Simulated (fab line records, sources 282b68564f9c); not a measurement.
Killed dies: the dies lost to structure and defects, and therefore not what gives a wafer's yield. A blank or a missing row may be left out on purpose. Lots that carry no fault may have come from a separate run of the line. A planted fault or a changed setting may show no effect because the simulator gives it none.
fab line records	flow rit_cmos
record lots=7	wafers=21	last_day=7
route steps=202 shown PLDD@120 SPACER@125 NSD@131 PSD@142 SDANNEAL@153
lots untouched by any fault: they come from a run of this same line in which no faults occurred
start_h: hours from the record's opening day to when the first of the lot's shown wafers began	wait_h: hours from the lot's prior step to this one	" repeats the value in the row above	L1.1+2: a single row standing in for several wafers	- no value, or no start given	* or withheld: withheld	< > ~ a bound
route shown NAME@n: names a module that has steps shown in the file, with the first one's number in the route	usual: mean/standard deviation of fault-free wafers	same: alike in all rows	chamber/n: place in a boat	sites: readings site by site	_std_site: standard deviation across them	_edge_site: the outer-site mean with the inner-site mean subtracted	radius_mm: for every site, how far away it sits from the centre of the wafer	mask NAME#n: copy n	behind: the tool/chamber that last shaped the wafer	hold: the reason the lot was held/the length of the hold in hours/how it ended	device: which transistor (n, p or np) failed to switch	end of line: the tests these same wafers got at the end of their route	step lacking rows: just its recipe	killed: at the first sort, the dies lost to defects and structure; wafer yield is something else	map: a wafer's dies, marking killed ones x, the rest . and places with no die _
set.NAME: the setting as run; set.NAME@STEP: as run at that earlier step	model.NAME: the simulator's own value behind a step, which no gauge read
lots at selected steps of the route; one table per step, one row per wafer
services: a tool's chamber out of use, with start hour (start_h, from the record's first day; less than 0 if before it), hours out, and reason
## steps
# step RIT_PLDD_OVL_MEAS_06
# usual PLDD_OVL=-0.7/1.4
lot.wafer	tool	chamber	start_h	wait_h	PLDD_OVL[nm]
L101.3	overlay-01	-	54.50	-	1.4
L101.4	"	-	"	"	2.0
L101.6	"	-	"	"	0.7
L107.2	overlay-02	-	82.26	-	0.4
L107.4	"	-	"	"	-1.9
L107.5	"	-	"	"	-2.0
L113.1	overlay-01	-	113.53	-	0.2
L113.4	"	-	"	"	-1.1
L113.5	"	-	"	"	-1.8
L114.2	overlay-02	-	117.43	-	0.7
L114.3	"	-	"	"	-0.8
L114.5	"	-	"	"	0.2
L115.1	overlay-02	-	122.80	-	-3.3
L115.5	"	-	"	"	-2.8
L115.6	"	-	"	"	-0.8
L118.3	overlay-01	-	138.26	-	-1.3
L118.4	"	-	"	"	-1.1
L118.5	"	-	"	"	-1.7
L120.1	overlay-02	-	149.79	-	1.6
L120.5	"	-	"	"	1.7
L120.6	"	-	"	"	1.0
# step RIT_PLDD_HARDBAKE_07
# recipe resist=NOVOLAK	temp_c=140	time_s=60
# step RIT_PLDD_IMPLANT_08
# recipe species=BF2	energy_kev=20	dose_cm2=9e+14	tilt_deg=7
# step RIT_PLDD_STRIP_09
# recipe chemistry=O2	time_s=180	resist=NOVOLAK	platen_temp_c=withheld	power_w=500	pressure_mtorr=4000	o2_flow_sccm=4000
# usual drypump_motor_current_A=5.70/0.22
lot.wafer	tool	chamber	start_h	wait_h	drypump_motor_current_A	rf_hours_counter_h
L101.3	plasma_asher-01	1	54.88	0.1	5.77	-
L101.4	"	0	"	"	6.17	-
L101.6	"	0	"	"	6.20	-
L107.2	plasma_asher-01	1	82.74	0.1	5.76	31
L107.4	"	0	"	"	6.16	-
L107.5	"	0	"	"	6.16	-
L113.1	plasma_asher-03	0	113.87	0.1	5.96	48
L113.4	"	0	"	"	5.92	-
L113.5	"	1	"	"	5.47	-
L114.2	plasma_asher-02	1	117.76	0.1	5.53	0
L114.3	"	0	"	"	5.64	-
L114.5	"	1	"	"	5.56	-
L115.1	plasma_asher-01	1	123.13	0.1	5.75	36
L115.5	"	0	"	"	6.19	-
L115.6	"	1	"	"	5.73	-
L118.3	plasma_asher-02	0	138.64	0.1	5.64	-
L118.4	"	1	"	"	5.53	-
L118.5	"	0	"	"	5.59	-
L120.1	plasma_asher-02	1	150.13	0.1	5.55	3
L120.5	"	1	"	"	5.55	-
L120.6	"	0	"	"	5.62	-
# step RIT_PLDD_TW_MEAS_10
# usual PLDD_TW=2330/12
lot.wafer	tool	chamber	start_h	wait_h	PLDD_TW
L101.3	film_metro-04	-	55.02	0.1	2344
L101.4	"	-	"	"	2330
L101.6	"	-	"	"	2334
L107.2	film_metro-03	-	82.93	0.1	2351
L107.4	"	-	"	"	2343
L107.5	"	-	"	"	2344
L113.1	film_metro-02	-	114.04	0.1	2328
L113.4	"	-	"	"	2327
L113.5	"	-	"	"	2352
L114.2	film_metro-04	-	117.94	0.1	2315
L114.3	"	-	"	"	2333
L114.5	"	-	"	"	2337
L115.1	film_metro-02	-	123.31	0.1	2337
L115.5	"	-	"	"	2336
L115.6	"	-	"	"	2330
L118.3	film_metro-02	-	138.78	0.1	2331
L118.4	"	-	"	"	2326
L118.5	"	-	"	"	2340
L120.1	film_metro-03	-	150.30	0.1	2336
L120.5	"	-	"	"	2342
L120.6	"	-	"	"	2344
# step RIT_SPACER_CLEAN_00
# recipe chemistry=SC1	mix=3:3:50	time_s=600	temp_c=75
# step RIT_SPACER_CLEAN_01
# recipe chemistry=dHF	dilution=50:1	time_s=30
# step RIT_SPACER_CLEAN_02
# recipe chemistry=SC2	mix=3:3:50	time_s=600	temp_c=75	dry=n2_spin
# step RIT_SPACER_CVD_03
# recipe material=Si3N4	target_thk_nm=250	temp_c=810	precursor=SiH2Cl2/NH3	time_s=3300	pressure_mtorr=300	sih2cl2_flow_sccm=60	nh3_flow_sccm=150
# step RIT_SPACER_THK_MEAS_04
# recipe reads=Si3N4_of_SPACER_CVD_03
# usual SPACER_NITRIDE_THK=250.5/2
lot.wafer	tool	chamber	start_h	wait_h	SPACER_NITRIDE_THK[nm]
L101.3	film_metro-01	-	57.36	0.0	251.3
L101.4	"	-	"	"	251.2
L101.6	"	-	"	"	251.7
L107.2	film_metro-04	-	85.27	0.0	247.9
L107.4	"	-	"	"	248.4
L107.5	"	-	"	"	249.7
L113.1	film_metro-01	-	116.42	0.0	251.1
L113.4	"	-	"	"	250.4
L113.5	"	-	"	"	248.3
L114.2	film_metro-01	-	120.29	0.0	251.7
L114.3	"	-	"	"	251.6
L114.5	"	-	"	"	251.0
L115.1	film_metro-02	-	125.65	0.0	251.1
L115.5	"	-	"	"	248.8
L115.6	"	-	"	"	249.5
L118.3	film_metro-04	-	141.12	0.0	251.7
L118.4	"	-	"	"	248.7
L118.5	"	-	"	"	247.7
L120.1	film_metro-01	-	152.66	0.0	251.4
L120.5	"	-	"	"	248.9
L120.6	"	-	"	"	251.6
# step RIT_SPACER_ETCHBACK_05
# recipe target_depth_a=2500	SF6_flow_sccm=30	CHF3_flow_sccm=30	target=Si3N4	chemistry=SF6/CHF3	pressure_mtorr=40	rf_w=250	time_s=230.9	stop_on=SiO2
# usual drypump_motor_current_A=5.8/0.43	oes_product_au=0.869/0.016	rf_fwd_power_W=249.2/0.78	throttle_valve_pct=10.29/0.12
lot.wafer	tool	chamber	start_h	wait_h	drypump_motor_current_A	oes_product_au	rf_fwd_power_W	rf_hours_counter_h	throttle_valve_pct
L101.3	rie_diel-02	1	57.40	0.0	4.9	0.890	248.6	150	10.23
L101.4	"	3	"	"	6.0	0.885	249.3	119	10.46
L101.6	"	3	"	"	6.0	0.889	248.9	-	10.49
L107.2	rie_diel-01	2	85.32	0.0	5.7	0.884	247.8	56	10.39
L107.4	"	3	"	"	5.6	0.881	250.0	5	10.50
L107.5	"	1	"	"	6.6	0.873	248.6	-	10.07
L113.1	rie_diel-03	1	116.48	0.1	6.1	0.865	248.7	59	10.22
L113.4	"	3	"	"	5.9	0.862	249.6	67	10.20
L113.5	"	0	"	"	5.3	0.836	248.6	-	10.39
L114.2	rie_diel-02	1	120.34	0.0	4.9	0.884	250.7	151	10.21
L114.3	"	0	"	"	5.3	0.848	248.4	6	10.35
L114.5	"	1	"	"	4.9	0.886	251.5	-	10.22
L115.1	rie_diel-02	2	125.71	0.1	5.6	0.855	250.7	59	10.28
L115.5	"	0	"	"	5.3	0.839	249.1	-	10.35
L115.6	"	3	"	"	6.0	0.875	248.4	-	10.47
L118.3	rie_diel-03	2	141.16	0.0	6.1	0.892	249.8	138	10.25
L118.4	"	3	"	"	5.9	0.852	249.6	67	10.19
L118.5	"	3	"	"	5.8	0.855	249.8	-	10.19
L120.1	rie_diel-01	3	152.72	0.1	5.5	0.884	247.8	6	10.54
L120.5	"	3	"	"	5.6	0.878	248.7	-	10.52
L120.6	"	0	"	"	5.5	0.876	249.7	-	10.31
# step RIT_NSD_HMDS_00
# recipe prime_time_s=60	prime_temp_c=140
# step RIT_NSD_COAT_01
# recipe resist=NOVOLAK	spin_rpm=3250	resist_thk_nm=1000
# usual chill_plate_temp_C=23.00/0.11	dispense_pressure_kPa=50.6/1.5
lot.wafer	tool	chamber	start_h	wait_h	chill_plate_temp_C	dispense_pressure_kPa
L101.3	litho_track-01	0	57.75	0.1	22.95	50.9
L101.4	"	0	"	"	23.04	50.9
L101.6	"	0	"	"	23.04	51.0
L107.2	litho_track-03	0	85.79	0.1	23.13	48.6
L107.4	"	0	"	"	23.10	48.7
L107.5	"	0	"	"	23.10	48.6
L113.1	litho_track-01	-	116.78	0.1	-	-
L113.4	"	-	"	"	-	-
L113.5	"	-	"	"	-	-
L114.2	litho_track-03	-	120.67	0.1	-	-
L114.3	"	-	"	"	-	-
L114.5	"	-	"	"	-	-
L115.1	litho_track-01	-	126.01	0.1	-	-
L115.5	"	-	"	"	-	-
L115.6	"	-	"	"	-	-
L118.3	litho_track-01	0	141.51	0.1	23.00	50.9
L118.4	"	0	"	"	23.00	51.0
L118.5	"	0	"	"	22.89	50.9
L120.1	litho_track-03	0	153.02	0.1	22.83	48.6
L120.5	"	0	"	"	23.07	48.6
L120.6	"	0	"	"	23.11	48.7
# step RIT_NSD_SOFTBAKE_02
# recipe resist=NOVOLAK	temp_c=90	time_s=60
# step RIT_NSD_EXPOSE_03
# recipe mask_id=M9	na=0.57	target_cd_nm=40700	dose_mj=250
# step RIT_NSD_PEB_04
# recipe resist=NOVOLAK	temp_c=withheld	time_s=withheld
# step RIT_NSD_DEVELOP_05
# recipe resist=NOVOLAK	develop_time_s=50	dev_temp_c=23
# step RIT_NSD_OVL_MEAS_06
# usual NSD_OVL=-1.5/2
lot.wafer	tool	chamber	start_h	wait_h	NSD_OVL[nm]
L101.3	overlay-02	-	58.43	-	-3.8
L101.4	"	-	"	"	-1.3
L101.6	"	-	"	"	-0.7
L107.2	overlay-01	-	86.60	-	-2.9
L107.4	"	-	"	"	-3.8
L107.5	"	-	"	"	-4.0
L113.1	overlay-01	-	117.48	-	-
L113.4	"	-	"	"	-
L113.5	"	-	"	"	-
L114.2	overlay-02	-	121.51	-	-
L114.3	"	-	"	"	-
L114.5	"	-	"	"	-
L115.1	overlay-02	-	126.72	-	-
L115.5	"	-	"	"	-
L115.6	"	-	"	"	-
L118.3	overlay-02	-	142.23	-	-0.3
L118.4	"	-	"	"	-3.4
L118.5	"	-	"	"	-3.6
L120.1	overlay-01	-	153.72	-	-4.6
L120.5	"	-	"	"	-3.2
L120.6	"	-	"	"	-3.5
# step RIT_NSD_HARDBAKE_07
# recipe resist=NOVOLAK	temp_c=140	time_s=60
# step RIT_NSD_IMPLANT_08
# recipe species=P	energy_kev=25	dose_cm2=1e+15	tilt_deg=7
# step RIT_NSD_STRIP_09
# recipe chemistry=O2	time_s=180	resist=NOVOLAK	platen_temp_c=withheld	power_w=500	pressure_mtorr=4000	o2_flow_sccm=4000
# usual drypump_motor_current_A=5.6/0.4
lot.wafer	tool	chamber	start_h	wait_h	drypump_motor_current_A	rf_hours_counter_h
L101.3	plasma_asher-01	0	58.81	0.1	6.2	-
L101.4	"	1	"	"	5.8	-
L101.6	"	1	"	"	5.7	-
L107.2	plasma_asher-04	0	86.93	0.1	5.4	49
L107.4	"	1	"	"	5.1	-
L107.5	"	1	"	"	5.1	-
L113.1	plasma_asher-01	0	117.82	0.1	6.2	35
L113.4	"	0	"	"	6.2	-
L113.5	"	0	"	"	6.2	-
L114.2	plasma_asher-04	1	121.84	0.1	5.0	54
L114.3	"	0	"	"	5.4	-
L114.5	"	1	"	"	5.1	-
L115.1	plasma_asher-04	0	127.09	0.1	5.4	55
L115.5	"	1	"	"	5.1	-
L115.6	"	0	"	"	5.4	-
L118.3	plasma_asher-01	0	142.62	0.1	6.2	-
L118.4	"	1	"	"	5.8	-
L118.5	"	1	"	"	5.8	-
L120.1	plasma_asher-03	0	154.06	0.1	6.0	51
L120.5	"	1	"	"	5.5	-
L120.6	"	0	"	"	5.9	-
# step RIT_NSD_TW_MEAS_10
# usual NSD_TW=3100/16
lot.wafer	tool	chamber	start_h	wait_h	NSD_TW
L101.3	film_metro-04	-	58.95	0.1	3121
L101.4	"	-	"	"	3107
L101.6	"	-	"	"	3085
L107.2	film_metro-02	-	87.11	0.1	3107
L107.4	"	-	"	"	3111
L107.5	"	-	"	"	3087
L113.1	film_metro-03	-	117.99	0.1	3103
L113.4	"	-	"	"	3108
L113.5	"	-	"	"	3097
L114.2	film_metro-03	-	122.03	0.1	3109
L114.3	"	-	"	"	3112
L114.5	"	-	"	"	3097
L115.1	film_metro-03	-	127.26	0.1	3094
L115.5	"	-	"	"	3105
L115.6	"	-	"	"	3103
L118.3	film_metro-04	-	142.75	0.1	3064
L118.4	"	-	"	"	3079
L118.5	"	-	"	"	3081
L120.1	film_metro-02	-	154.23	0.1	3066
L120.5	"	-	"	"	3068
L120.6	"	-	"	"	3070
# step RIT_PSD_HMDS_00
# recipe prime_time_s=60	prime_temp_c=140
# step RIT_PSD_COAT_01
# recipe resist=NOVOLAK	spin_rpm=3318	resist_thk_nm=1000
# step RIT_PSD_SOFTBAKE_02
# recipe resist=NOVOLAK	temp_c=90	time_s=60
# step RIT_PSD_EXPOSE_03
# recipe mask_id=M10	na=0.57	target_cd_nm=40900	dose_mj=250
# step RIT_PSD_PEB_04
# recipe resist=NOVOLAK	temp_c=withheld	time_s=withheld
# step RIT_PSD_DEVELOP_05
# recipe resist=NOVOLAK	develop_time_s=50	dev_temp_c=23
# step RIT_PSD_OVL_MEAS_06
# usual PSD_OVL=-0.6/1.1
lot.wafer	tool	chamber	start_h	wait_h	PSD_OVL[nm]
L101.3	overlay-02	-	59.98	-	-1.7
L101.4	"	-	"	"	-1.4
L101.6	"	-	"	"	-2.2
L107.2	overlay-01	-	88.02	-	-0.7
L107.4	"	-	"	"	-0.3
L107.5	"	-	"	"	0.1
L113.1	overlay-02	-	118.90	-	-0.9
L113.4	"	-	"	"	-2.1
L113.5	"	-	"	"	-0.4
L114.2	overlay-01	-	123.06	-	0.6
L114.3	"	-	"	"	0.1
L114.5	"	-	"	"	0.9
L115.1	overlay-01	-	128.17	-	-1.8
L115.5	"	-	"	"	-0.5
L115.6	"	-	"	"	-2.2
L118.3	overlay-01	-	143.65	-	-0.3
L118.4	"	-	"	"	0.3
L118.5	"	-	"	"	0.1
L120.1	overlay-01	-	155.35	-	-1.7
L120.5	"	-	"	"	-1.5
L120.6	"	-	"	"	-2.7
# step RIT_PSD_HARDBAKE_07
# recipe resist=NOVOLAK	temp_c=139.5	time_s=60
# step RIT_PSD_IMPLANT_08
# recipe species=BF2	energy_kev=27	dose_cm2=5e+15	tilt_deg=7
# step RIT_PSD_STRIP_09
# recipe chemistry=O2	time_s=180	resist=NOVOLAK	platen_temp_c=withheld	power_w=500	pressure_mtorr=4000	o2_flow_sccm=4000
# usual drypump_motor_current_A=5.7/0.35
lot.wafer	tool	chamber	start_h	wait_h	drypump_motor_current_A	rf_hours_counter_h
L101.3	plasma_asher-02	0	60.36	0.1	5.6	-
L101.4	"	1	"	"	5.5	-
L101.6	"	1	"	"	5.5	-
L107.2	plasma_asher-01	0	88.35	0.1	6.2	31
L107.4	"	1	"	"	5.8	-
L107.5	"	1	"	"	5.8	-
L113.1	plasma_asher-04	1	119.24	0.1	5.1	54
L113.4	"	0	"	"	5.4	-
L113.5	"	1	"	"	5.0	-
L114.2	plasma_asher-02	0	123.39	0.1	5.6	1
L114.3	"	1	"	"	5.5	-
L114.5	"	1	"	"	5.5	-
L115.1	plasma_asher-01	1	128.51	0.1	5.8	36
L115.5	"	0	"	"	6.2	-
L115.6	"	1	"	"	5.7	-
L118.3	plasma_asher-04	0	144.04	0.1	5.4	-
L118.4	"	1	"	"	5.0	-
L118.5	"	0	"	"	5.4	-
L120.1	plasma_asher-01	0	155.69	0.1	6.2	39
L120.5	"	1	"	"	5.8	-
L120.6	"	0	"	"	6.2	-
# step RIT_PSD_TW_MEAS_10
# usual PSD_TW=3402/20
lot.wafer	tool	chamber	start_h	wait_h	PSD_TW
L101.3	film_metro-04	-	60.50	0.1	3382
L101.4	"	-	"	"	3417
L101.6	"	-	"	"	3408
L107.2	film_metro-03	-	88.53	0.1	3426
L107.4	"	-	"	"	3403
L107.5	"	-	"	"	3417
L113.1	film_metro-04	-	119.41	0.1	3599
L113.4	"	-	"	"	3607
L113.5	"	-	"	"	3595
L114.2	film_metro-04	-	123.57	0.1	3549
L114.3	"	-	"	"	3586
L114.5	"	-	"	"	3592
L115.1	film_metro-04	-	128.68	0.1	3572
L115.5	"	-	"	"	3559
L115.6	"	-	"	"	3566
L118.3	film_metro-04	-	144.17	0.1	3389
L118.4	"	-	"	"	3401
L118.5	"	-	"	"	3375
L120.1	film_metro-04	-	155.86	0.1	3387
L120.5	"	-	"	"	3402
L120.6	"	-	"	"	3381
# step RIT_SDANNEAL_CLEAN_00
# recipe chemistry=SC1	mix=3:3:50	time_s=600	temp_c=75
## services
tool	chamber	start_h	hours	kind
rie_diel-02	1	32.02	2.8	repair
rie_diel-02	1	58.30	5.1	repair
plasma_asher-03	-	60.21	2.8	pm
plasma_asher-03	-	81.50	28.1	pm
rie_diel-03	1	82.04	5.8	repair
rie_diel-02	1	90.58	3.9	repair
rie_diel-02	2	104.33	14.5	repair
rie_diel-01	-	107.19	14.6	pm
plasma_asher-02	-	108.75	9.0	pm
plasma_asher-02	0	108.75	9.0	vent_cycle
plasma_asher-02	1	108.75	9.0	vent_cycle
plasma_asher-02	0	117.75	-	clean
plasma_asher-02	1	117.75	-	clean
rie_diel-01	-	122.60	1.5	repair
rie_diel-02	0	128.17	2.4	repair
plasma_asher-03	-	131.59	9.1	repair
rie_diel-01	2	135.59	19.8	repair
rie_diel-02	1	143.58	-	clean
rie_diel-02	1	143.58	21.6	scheduled_down
rie_diel-02	1	143.58	21.6	vent_cycle
rie_diel-02	2	143.72	1.5	repair
## key
first_sign step=RIT_NSD_COAT_01	reading=tool_record	direction=missing
effect step=RIT_NSD_OVL_MEAS_06	reading=NSD_OVL	direction=missing
effect step=RIT_PSD_TW_MEAS_10	reading=PSD_TW	direction=up	sigmas=9.1	usual=3402	struck=3581
met_at RIT_NSD_COAT_01
struck_wafers L113.1,L113.4,L113.5,L114.2,L114.3,L114.5,L115.1,L115.5,L115.6
sort_left_out L113.1,L113.4,L113.5,L114.2,L114.3,L114.5,L115.1,L115.5,L115.6
tester_left_out L113,L114,L115
onset_between 85.79 116.78
fault kind=skipped_step_whole	tool=litho_track-01,litho_track-03	chamber=-	onset_h=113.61	steps=RIT_NSD_COAT_01	scope=struck_lots_only
# tester_left_out: of these lots the tester's yield and bins aren't shown, on N5 and GAA mostly nor the transistor test; their killed dies are dies lost to structure and defects alone, not to doping, threshold or leakage, so they don't give the yield
# sort_left_out: the simulated sort isn't trusted on such a fault, so these wafers' sort isn't shown, and their yield isn't known
